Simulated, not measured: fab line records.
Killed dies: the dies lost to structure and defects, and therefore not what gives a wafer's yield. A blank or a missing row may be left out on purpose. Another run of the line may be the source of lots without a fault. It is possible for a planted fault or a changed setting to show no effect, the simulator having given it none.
Which tool did it? || flow berkeleyCmos170 || 14 lots with 42 wafers sampled at 6 steps, on a route of 331 steps

WHAT THE GAUGES READ, wafer by wafer
UCB170_SCREENOX_THK_MEAS_02. Usual: SCREENOX_OXIDE_THK gives 14.25 nm (standard deviation 0.26).
{"lot": "L571", "measured": "day 6 19:52", "on": "filmMetro-03", "SCREENOX_OXIDE_THK (nm)": "13.84 13.86 13.99", "flag": ""}
{"lot": "L572", "measured": "day 6 19:52", "on": "filmMetro-01", "SCREENOX_OXIDE_THK (nm)": "14.13 13.97 14.00", "flag": ""}
{"lot": "L569", "measured": "day 6 19:53", "on": "filmMetro-04", "SCREENOX_OXIDE_THK (nm)": "14.58 14.32 14.53", "flag": ""}
{"lot": "L570", "measured": "day 6 19:55", "on": "filmMetro-04", "SCREENOX_OXIDE_THK (nm)": "14.00 14.02 14.11", "flag": ""}
{"lot": "L573", "measured": "day 7 06:10", "on": "filmMetro-04", "SCREENOX_OXIDE_THK (nm)": "13.99 13.96 14.13", "flag": ""}
{"lot": "L578", "measured": "day 8 00:55", "on": "filmMetro-04", "SCREENOX_OXIDE_THK (nm)": "14.16 14.15 14.04", "flag": ""}
{"lot": "L583", "measured": "day 8 16:08", "on": "filmMetro-04", "SCREENOX_OXIDE_THK (nm)": "14.30 14.27 14.38", "flag": ""}
{"lot": "L584", "measured": "day 8 16:11", "on": "filmMetro-01", "SCREENOX_OXIDE_THK (nm)": "14.34 14.35 14.31", "flag": ""}
{"lot": "L581", "measured": "day 8 16:12", "on": "filmMetro-04", "SCREENOX_OXIDE_THK (nm)": "14.50 14.48 14.33", "flag": ""}
{"lot": "L585", "measured": "day 9 18:44", "on": "filmMetro-01", "SCREENOX_OXIDE_THK (nm)": "14.77 14.46 14.62", "flag": ""}
{"lot": "L587", "measured": "day 9 18:48", "on": "filmMetro-01", "SCREENOX_OXIDE_THK (nm)": "14.10 14.04 14.12", "flag": ""}
{"lot": "L589", "measured": "day 10 00:13", "on": "filmMetro-04", "SCREENOX_OXIDE_THK (nm)": "14.33 14.52 14.68", "flag": ""}
{"lot": "L590", "measured": "day 10 11:26", "on": "filmMetro-03", "SCREENOX_OXIDE_THK (nm)": "14.31 14.50 14.25", "flag": ""}
{"lot": "L592", "measured": "day 10 11:26", "on": "filmMetro-04", "SCREENOX_OXIDE_THK (nm)": "14.37 14.38 14.15", "flag": ""}

UCB170_NLDD_TW_MEAS_11. Usual: NLDD_TW gives 2211 (standard deviation 21).
{"lot": "L571", "measured": "day 7 23:10", "on": "filmMetro-01", "NLDD_TW": "2192 2200 2185", "flag": ""}
{"lot": "L572", "measured": "day 7 21:44", "on": "filmMetro-01", "NLDD_TW": "2183 2191 2178", "flag": ""}
{"lot": "L569", "measured": "day 7 22:01", "on": "filmMetro-01", "NLDD_TW": "2193 2178 2178", "flag": ""}
{"lot": "L570", "measured": "day 7 22:56", "on": "filmMetro-04", "NLDD_TW": "2250 2251 2242", "flag": ""}
{"lot": "L573", "measured": "day 8 15:32", "on": "filmMetro-01", "NLDD_TW": "2184 2179 2186", "flag": ""}
{"lot": "L578", "measured": "day 9 03:55", "on": "filmMetro-04", "NLDD_TW": "2336 2339 2342 2345 2330 2333", "flag": "OFF"}
{"lot": "L583", "measured": "day 9 19:20", "on": "filmMetro-01", "NLDD_TW": "2205 2195 2196", "flag": ""}
{"lot": "L584", "measured": "day 9 18:37", "on": "filmMetro-01", "NLDD_TW": "2207 2192 2201", "flag": ""}
{"lot": "L581", "measured": "day 9 17:55", "on": "filmMetro-04", "NLDD_TW": "2340 2344 2334 2341 2341 2340", "flag": "OFF"}
{"lot": "L585", "measured": "day 11 01:58", "on": "filmMetro-03", "NLDD_TW": "2220 2209 2217", "flag": ""}
{"lot": "L587", "measured": "day 11 02:43", "on": "filmMetro-01", "NLDD_TW": "2194 2184 2189", "flag": ""}
{"lot": "L589", "measured": "day 11 01:51", "on": "filmMetro-01", "NLDD_TW": "2187 2184 2189", "flag": ""}
{"lot": "L590", "measured": "day 11 17:11", "on": "filmMetro-04", "NLDD_TW": "2247 2250 2233", "flag": ""}
{"lot": "L592", "measured": "day 11 16:30", "on": "filmMetro-03", "NLDD_TW": "2220 2222 2226", "flag": ""}

UCB170_SDANNEAL_RS_MEAS_05: a four-point-probe measurement. Usual: NLDD_RS gives 616.2 ohm/sq (standard deviation 1.3).
{"lot": "L571", "measured": "day 8 12:09", "on": "filmMetro-04", "NLDD_RS (ohm/sq)": "616.9 616.5 615.9", "flag": ""}
{"lot": "L572", "measured": "day 8 10:54", "on": "filmMetro-01", "NLDD_RS (ohm/sq)": "617.2 618.0 618.3", "flag": ""}
{"lot": "L569", "measured": "day 8 11:17", "on": "filmMetro-04", "NLDD_RS (ohm/sq)": "616.1 617.4 617.2", "flag": ""}
{"lot": "L570", "measured": "day 8 11:37", "on": "filmMetro-01", "NLDD_RS (ohm/sq)": "614.9 615.5 615.8", "flag": ""}
{"lot": "L573", "measured": "day 9 03:08", "on": "filmMetro-01", "NLDD_RS (ohm/sq)": "616.5 616.5 615.6", "flag": ""}
{"lot": "L578", "measured": "day 9 18:49", "on": "filmMetro-04", "NLDD_RS (ohm/sq)": "541.1 540.2 539.7 539.8 540.7 540.5", "flag": "OFF"}
{"lot": "L583", "measured": "day 10 05:40", "on": "filmMetro-01", "NLDD_RS (ohm/sq)": "617.6 616.4 616.6", "flag": ""}
{"lot": "L584", "measured": "day 10 05:18", "on": "filmMetro-04", "NLDD_RS (ohm/sq)": "616.7 616.7 618.5", "flag": ""}
{"lot": "L581", "measured": "day 10 05:27", "on": "filmMetro-01", "NLDD_RS (ohm/sq)": "538.5 537.2 537.3 537.8 539.0 537.8", "flag": "OFF"}
{"lot": "L585", "measured": "day 11 12:35", "on": "filmMetro-04", "NLDD_RS (ohm/sq)": "617.8 616.5 616.5", "flag": ""}
{"lot": "L587", "measured": "day 11 13:11", "on": "filmMetro-03", "NLDD_RS (ohm/sq)": "615.7 615.4 616.6", "flag": ""}
{"lot": "L589", "measured": "day 11 12:16", "on": "filmMetro-01", "NLDD_RS (ohm/sq)": "615.6 615.9 614.9", "flag": ""}
{"lot": "L590", "measured": "day 12 04:44", "on": "filmMetro-04", "NLDD_RS (ohm/sq)": "618.3 616.9 615.9", "flag": ""}
{"lot": "L592", "measured": "day 12 05:16", "on": "filmMetro-01", "NLDD_RS (ohm/sq)": "613.9 616.0 616.6", "flag": ""}

WHAT TOOL EACH LOT RAN ON (gives the tool, then ch and the chambers of the sampled wafers, and finally the start)
{"lot": "L571", "UCB170_NLDD_IMPLANT_09": "implanter-02 ch 0, day 7 22:56", "UCB170_NLDD_STRIP_10": "plasmaAsher-01 ch 0,1, day 7 23:03", "UCB170_NSD_STRIP_09": "plasmaAsher-02 ch 0,1, day 8 09:24"}
{"lot": "L572", "UCB170_NLDD_IMPLANT_09": "implanter-04 ch 0, day 7 21:29", "UCB170_NLDD_STRIP_10": "plasmaAsher-01 ch 0,1, day 7 21:37", "UCB170_NSD_STRIP_09": "plasmaAsher-02 ch 0,1, day 8 08:04"}
{"lot": "L569", "UCB170_NLDD_IMPLANT_09": "implanter-03 ch 0, day 7 21:49", "UCB170_NLDD_STRIP_10": "plasmaAsher-04 ch 0,1, day 7 21:55", "UCB170_NSD_STRIP_09": "plasmaAsher-02 ch 0,1, day 8 08:34"}
{"lot": "L570", "UCB170_NLDD_IMPLANT_09": "implanter-03 ch 0, day 7 22:42", "UCB170_NLDD_STRIP_10": "plasmaAsher-01 ch 0,1, day 7 22:49", "UCB170_NSD_STRIP_09": "plasmaAsher-01 ch 0,1, day 8 08:47"}
{"lot": "L573", "UCB170_NLDD_IMPLANT_09": "implanter-04 ch 0, day 8 15:17", "UCB170_NLDD_STRIP_10": "plasmaAsher-01 ch 0,1, day 8 15:25", "UCB170_NSD_STRIP_09": "plasmaAsher-01 ch 1, day 9 01:08"}
{"lot": "L578", "UCB170_NLDD_IMPLANT_09": "implanter-03 ch 0, day 9 03:40", "UCB170_NLDD_STRIP_10": "plasmaAsher-01 ch 0, day 9 03:49", "UCB170_NSD_STRIP_09": "plasmaAsher-02 ch 1, day 9 17:07"}
{"lot": "L583", "UCB170_NLDD_IMPLANT_09": "implanter-02 ch 0, day 9 19:02", "UCB170_NLDD_STRIP_10": "plasmaAsher-01 ch 0,1, day 9 19:10", "UCB170_NSD_STRIP_09": "plasmaAsher-01 ch 0,1, day 10 03:46"}
{"lot": "L584", "UCB170_NLDD_IMPLANT_09": "implanter-04 ch 0, day 9 18:22", "UCB170_NLDD_STRIP_10": "plasmaAsher-01 ch 0,1, day 9 18:31", "UCB170_NSD_STRIP_09": "plasmaAsher-01 ch 0,1, day 10 03:35"}
{"lot": "L581", "UCB170_NLDD_IMPLANT_09": "implanter-03 ch 0, day 9 17:41", "UCB170_NLDD_STRIP_10": "plasmaAsher-03 ch 0,1, day 9 17:49", "UCB170_NSD_STRIP_09": "plasmaAsher-02 ch 0,1, day 10 03:37"}
{"lot": "L585", "UCB170_NLDD_IMPLANT_09": "implanter-02 ch 0, day 11 01:44", "UCB170_NLDD_STRIP_10": "plasmaAsher-03 ch 0,1, day 11 01:52", "UCB170_NSD_STRIP_09": "plasmaAsher-04 ch 0,1, day 11 10:56"}
{"lot": "L587", "UCB170_NLDD_IMPLANT_09": "implanter-04 ch 0, day 11 02:21", "UCB170_NLDD_STRIP_10": "plasmaAsher-01 ch 0,1, day 11 02:36", "UCB170_NSD_STRIP_09": "plasmaAsher-04 ch 0,1, day 11 11:32"}
{"lot": "L589", "UCB170_NLDD_IMPLANT_09": "implanter-04 ch 0, day 11 01:36", "UCB170_NLDD_STRIP_10": "plasmaAsher-04 ch 0,1, day 11 01:45", "UCB170_NSD_STRIP_09": "plasmaAsher-02 ch 0,1, day 11 10:43"}
{"lot": "L590", "UCB170_NLDD_IMPLANT_09": "implanter-02 ch 0, day 11 16:57", "UCB170_NLDD_STRIP_10": "plasmaAsher-01 ch 0,1, day 11 17:05", "UCB170_NSD_STRIP_09": "plasmaAsher-04 ch 0,1, day 12 02:54"}
{"lot": "L592", "UCB170_NLDD_IMPLANT_09": "implanter-04 ch 0, day 11 16:16", "UCB170_NLDD_STRIP_10": "plasmaAsher-01 ch 0,1, day 11 16:23", "UCB170_NSD_STRIP_09": "plasmaAsher-01 ch 0,1, day 12 03:05"}
- UCB170_NLDD_IMPLANT_09
- UCB170_NLDD_STRIP_10: strips in O2.
- UCB170_NSD_STRIP_09: strips in O2.

AS READ BY THE TOOLS THEMSELVES (means over the sampled wafers that have a number; for cases with no such wafer, the mark the record gives instead)
UCB170_NLDD_IMPLANT_09. Usual: beamOnS 9.98 s, standard deviation 0.22; faradayCurrentUA 159, standard deviation 3.5.
{"lot": "L571", "tool": "implanter-02", "beamOnS (s)": 9.87, "faradayCurrentUA": 161, "flag": ""}
{"lot": "L572", "tool": "implanter-04", "beamOnS (s)": 9.98, "faradayCurrentUA": 159, "flag": ""}
{"lot": "L569", "tool": "implanter-03", "beamOnS (s)": 10.22, "faradayCurrentUA": 155, "flag": ""}
{"lot": "L570", "tool": "implanter-03", "beamOnS (s)": 9.94, "faradayCurrentUA": 159, "flag": ""}
{"lot": "L573", "tool": "implanter-04", "beamOnS (s)": 9.91, "faradayCurrentUA": 160, "flag": ""}
{"lot": "L578", "tool": "implanter-03", "beamOnS (s)": 14.28, "faradayCurrentUA": 111, "flag": "OFF"}
{"lot": "L583", "tool": "implanter-02", "beamOnS (s)": 9.87, "faradayCurrentUA": 160, "flag": ""}
{"lot": "L584", "tool": "implanter-04", "beamOnS (s)": 9.91, "faradayCurrentUA": 160, "flag": ""}
{"lot": "L581", "tool": "implanter-03", "beamOnS (s)": 14.14, "faradayCurrentUA": 112, "flag": "OFF"}
{"lot": "L585", "tool": "implanter-02", "beamOnS (s)": 9.89, "faradayCurrentUA": 161, "flag": ""}
{"lot": "L587", "tool": "implanter-04", "beamOnS (s)": 9.69, "faradayCurrentUA": 164, "flag": ""}
{"lot": "L589", "tool": "implanter-04", "beamOnS (s)": 10.06, "faradayCurrentUA": 158, "flag": ""}
{"lot": "L590", "tool": "implanter-02", "beamOnS (s)": 10.15, "faradayCurrentUA": 156, "flag": ""}
{"lot": "L592", "tool": "implanter-04", "beamOnS (s)": 9.82, "faradayCurrentUA": 161, "flag": ""}

UCB170_NLDD_STRIP_10. Usual: drypumpMotorCurrentA 5.9 A, standard deviation 0.35; oesProductAu 0.736 a.u., standard deviation 0.0049; stripTimeToEndpointS 21.50 s, standard deviation 0.06.
{"lot": "L571", "tool": "plasmaAsher-01", "drypumpMotorCurrentA (A)": 6.2, "oesProductAu (a.u.)": 0.734, "stripTimeToEndpointS (s)": 21.50, "flag": ""}
{"lot": "L572", "tool": "plasmaAsher-01", "drypumpMotorCurrentA (A)": 6.1, "oesProductAu (a.u.)": 0.741, "stripTimeToEndpointS (s)": 21.51, "flag": ""}
{"lot": "L569", "tool": "plasmaAsher-04", "drypumpMotorCurrentA (A)": 5.5, "oesProductAu (a.u.)": 0.737, "stripTimeToEndpointS (s)": 21.45, "flag": ""}
{"lot": "L570", "tool": "plasmaAsher-01", "drypumpMotorCurrentA (A)": 6.1, "oesProductAu (a.u.)": 0.737, "stripTimeToEndpointS (s)": 21.39, "flag": ""}
{"lot": "L573", "tool": "plasmaAsher-01", "drypumpMotorCurrentA (A)": 6.1, "oesProductAu (a.u.)": 0.732, "stripTimeToEndpointS (s)": 21.48, "flag": ""}
{"lot": "L578", "tool": "plasmaAsher-01", "drypumpMotorCurrentA (A)": 6.3, "oesProductAu (a.u.)": 0.740, "stripTimeToEndpointS (s)": 21.52, "flag": ""}
{"lot": "L583", "tool": "plasmaAsher-01", "drypumpMotorCurrentA (A)": 6.2, "oesProductAu (a.u.)": 0.731, "stripTimeToEndpointS (s)": 21.49, "flag": ""}
{"lot": "L584", "tool": "plasmaAsher-01", "drypumpMotorCurrentA (A)": 6.1, "oesProductAu (a.u.)": 0.733, "stripTimeToEndpointS (s)": 21.46, "flag": ""}
{"lot": "L581", "tool": "plasmaAsher-03", "drypumpMotorCurrentA (A)": 6.0, "oesProductAu (a.u.)": 0.737, "stripTimeToEndpointS (s)": 21.56, "flag": ""}
{"lot": "L585", "tool": "plasmaAsher-03", "drypumpMotorCurrentA (A)": 6.0, "oesProductAu (a.u.)": 0.736, "stripTimeToEndpointS (s)": 21.52, "flag": ""}
{"lot": "L587", "tool": "plasmaAsher-01", "drypumpMotorCurrentA (A)": 6.2, "oesProductAu (a.u.)": 0.737, "stripTimeToEndpointS (s)": 21.50, "flag": ""}
{"lot": "L589", "tool": "plasmaAsher-04", "drypumpMotorCurrentA (A)": 5.5, "oesProductAu (a.u.)": 0.734, "stripTimeToEndpointS (s)": 21.44, "flag": ""}
{"lot": "L590", "tool": "plasmaAsher-01", "drypumpMotorCurrentA (A)": 6.1, "oesProductAu (a.u.)": 0.739, "stripTimeToEndpointS (s)": 21.52, "flag": ""}
{"lot": "L592", "tool": "plasmaAsher-01", "drypumpMotorCurrentA (A)": 6.2, "oesProductAu (a.u.)": 0.731, "stripTimeToEndpointS (s)": 21.51, "flag": ""}

UCB170_NSD_STRIP_09. Usual: drypumpMotorCurrentA 6.08 A, standard deviation 0.28; oesProductAu 0.535 a.u., standard deviation 0.0046; stripTimeToEndpointS 35.57 s, standard deviation 0.064.
{"lot": "L571", "tool": "plasmaAsher-02", "drypumpMotorCurrentA (A)": 6.26, "oesProductAu (a.u.)": 0.537, "stripTimeToEndpointS (s)": 35.58, "flag": ""}
{"lot": "L572", "tool": "plasmaAsher-02", "drypumpMotorCurrentA (A)": 6.27, "oesProductAu (a.u.)": 0.534, "stripTimeToEndpointS (s)": 35.64, "flag": ""}
{"lot": "L569", "tool": "plasmaAsher-02", "drypumpMotorCurrentA (A)": 6.26, "oesProductAu (a.u.)": 0.532, "stripTimeToEndpointS (s)": 35.59, "flag": ""}
{"lot": "L570", "tool": "plasmaAsher-01", "drypumpMotorCurrentA (A)": 6.14, "oesProductAu (a.u.)": 0.542, "stripTimeToEndpointS (s)": 35.60, "flag": ""}
{"lot": "L573", "tool": "plasmaAsher-01", "drypumpMotorCurrentA (A)": 6.02, "oesProductAu (a.u.)": 0.538, "stripTimeToEndpointS (s)": 35.53, "flag": ""}
{"lot": "L578", "tool": "plasmaAsher-02", "drypumpMotorCurrentA (A)": 6.35, "oesProductAu (a.u.)": 0.533, "stripTimeToEndpointS (s)": 35.69, "flag": ""}
{"lot": "L583", "tool": "plasmaAsher-01", "drypumpMotorCurrentA (A)": 6.11, "oesProductAu (a.u.)": 0.531, "stripTimeToEndpointS (s)": 35.56, "flag": ""}
{"lot": "L584", "tool": "plasmaAsher-01", "drypumpMotorCurrentA (A)": 6.18, "oesProductAu (a.u.)": 0.534, "stripTimeToEndpointS (s)": 35.64, "flag": ""}
{"lot": "L581", "tool": "plasmaAsher-02", "drypumpMotorCurrentA (A)": 6.19, "oesProductAu (a.u.)": 0.535, "stripTimeToEndpointS (s)": 35.62, "flag": ""}
{"lot": "L585", "tool": "plasmaAsher-04", "drypumpMotorCurrentA (A)": 5.52, "oesProductAu (a.u.)": 0.530, "stripTimeToEndpointS (s)": 35.52, "flag": ""}
{"lot": "L587", "tool": "plasmaAsher-04", "drypumpMotorCurrentA (A)": 5.53, "oesProductAu (a.u.)": 0.535, "stripTimeToEndpointS (s)": 35.53, "flag": ""}
{"lot": "L589", "tool": "plasmaAsher-02", "drypumpMotorCurrentA (A)": 6.30, "oesProductAu (a.u.)": 0.533, "stripTimeToEndpointS (s)": 35.58, "flag": ""}
{"lot": "L590", "tool": "plasmaAsher-04", "drypumpMotorCurrentA (A)": 5.50, "oesProductAu (a.u.)": 0.539, "stripTimeToEndpointS (s)": 35.53, "flag": ""}
{"lot": "L592", "tool": "plasmaAsher-01", "drypumpMotorCurrentA (A)": 6.19, "oesProductAu (a.u.)": 0.537, "stripTimeToEndpointS (s)": 35.58, "flag": ""}

THE ANSWER, worked out from the rows above alone
Rule: take the mean of a lot's wafers that have a number; if it is more than 3 standard deviations from the usual mean, the lot is off. A lot without any number at a reading at which 4 lots or more have one is off too. The other lots that the step has rows for count as sound. After the gauges, taken in route order, come the tools' own readings; for these a lot's mean is taken, as printed above. At the first step where some lot is off, the reading lying furthest off is the one used; lots without a number count as furthest.
Off: L578, L581, at UCB170_NLDD_TW_MEAS_11 (NLDD_TW).
If a tool, at a process step before that reading, ran all the lots that are off and no sound lot after the first of them, it fits. Not tried: the gauges at UCB170_NLDD_TW_MEAS_11; whatever is off there is also off at UCB170_NLDD_IMPLANT_09, on other tools, and gauge error can't account for it. One fits: UCB170_NLDD_IMPLANT_09 on implanter-03. A fault onset in the window from L570 (day 7 22:42, its last sound lot) to L578 (day 9 03:40, its first lot off) fits.
The tool's own readings at UCB170_NLDD_IMPLANT_09 bear it out: on the lots that are off they differ by more than 5 times the standard deviation of the sound lots' means. beamOnS reads 14.21 s there against 9.94 s on the sound lots; faradayCurrentUA reads 112 there against 160 on the sound lots.

WHAT WAS PUT IN BY THE SIMULATOR
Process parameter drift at UCB170_NLDD_IMPLANT_09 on implanter-03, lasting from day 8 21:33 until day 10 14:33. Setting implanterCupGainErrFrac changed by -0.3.
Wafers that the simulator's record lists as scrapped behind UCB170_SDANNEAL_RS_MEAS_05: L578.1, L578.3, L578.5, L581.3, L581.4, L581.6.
Lots struck among those shown: L578, L581. The same result came from the rule above.
